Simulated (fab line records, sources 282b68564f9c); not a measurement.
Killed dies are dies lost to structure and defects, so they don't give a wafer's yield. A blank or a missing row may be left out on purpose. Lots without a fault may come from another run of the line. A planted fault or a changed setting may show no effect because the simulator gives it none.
Which tool did it? | flow rit_cmos | 7 lots, 21 wafers sampled, at 2 steps of a route of 202

WHAT THE GAUGES READ, wafer by wafer
RIT_SPACER_THK_MEAS_04.
lot  | measured    | on            | SPACER_NITRIDE_THK (nm)
L346 | day 3 08:27 | film_metro-01 | 253.2 253.0 250.8
L348 | day 3 23:13 | film_metro-03 | 249.2 250.5 249.1
L350 | day 4 08:35 | film_metro-02 | 253.3 254.4 253.0
L353 | day 5 00:14 | film_metro-03 | 406.0 404.6 404.1
L360 | day 6 06:17 | film_metro-02 | 249.7 252.1 252.4
L364 | day 6 23:10 | film_metro-02 | 252.5 253.0 253.9
L368 | day 7 18:54 | film_metro-02 | 251.7 252.1 248.0

WHICH TOOL RAN EACH LOT (tool, then ch and the chambers of the sampled wafers, then the start)
lot  | RIT_SPACER_CVD_03
L346 | lpcvd-01 ch 1, day 3 06:32
L348 | lpcvd-01 ch 1, day 3 21:17
L350 | lpcvd-02 ch 0, day 4 06:40
L353 | lpcvd-01 ch 1, day 4 21:21
L360 | lpcvd-02 ch 1, day 6 04:21
L364 | lpcvd-02 ch 1, day 6 21:15
L368 | lpcvd-02 ch 1, day 7 16:58
- RIT_SPACER_CVD_03: deposits Si3N4 from SiH2Cl2/NH3, target thk 250 nm, time 3300 s.

THE ANSWER, worked out from the rows above alone
Rule: what is usual is taken from the lots themselves. Put in order of their means at a reading, lots are off if they are a third of the lots or fewer, leave a main group of 4 or more, and stand apart from it by a gap of 3 or more times the standard deviation of the main group's means; of several such gaps the widest counts. A main group whose means are all the same, to the digits that the tables above print for the reading, isn't used. A lot without any number at a reading at which 4 lots or more have one is off too. The other lots that the step has rows for count as sound.
Off: L353, at RIT_SPACER_THK_MEAS_04 (SPACER_NITRIDE_THK). The main group: mean 251.8 nm, standard deviation 1.4.
A tool fits if, at a process step before that reading, it ran every lot that is off, and no sound lot after the first of them. The gauges at RIT_SPACER_THK_MEAS_04 are tried like those tools. Can't be told from this: 2 tools fit, lpcvd-01 at RIT_SPACER_CVD_03, film_metro-03 at RIT_SPACER_THK_MEAS_04.

WHAT THE SIMULATOR HAD PUT IN
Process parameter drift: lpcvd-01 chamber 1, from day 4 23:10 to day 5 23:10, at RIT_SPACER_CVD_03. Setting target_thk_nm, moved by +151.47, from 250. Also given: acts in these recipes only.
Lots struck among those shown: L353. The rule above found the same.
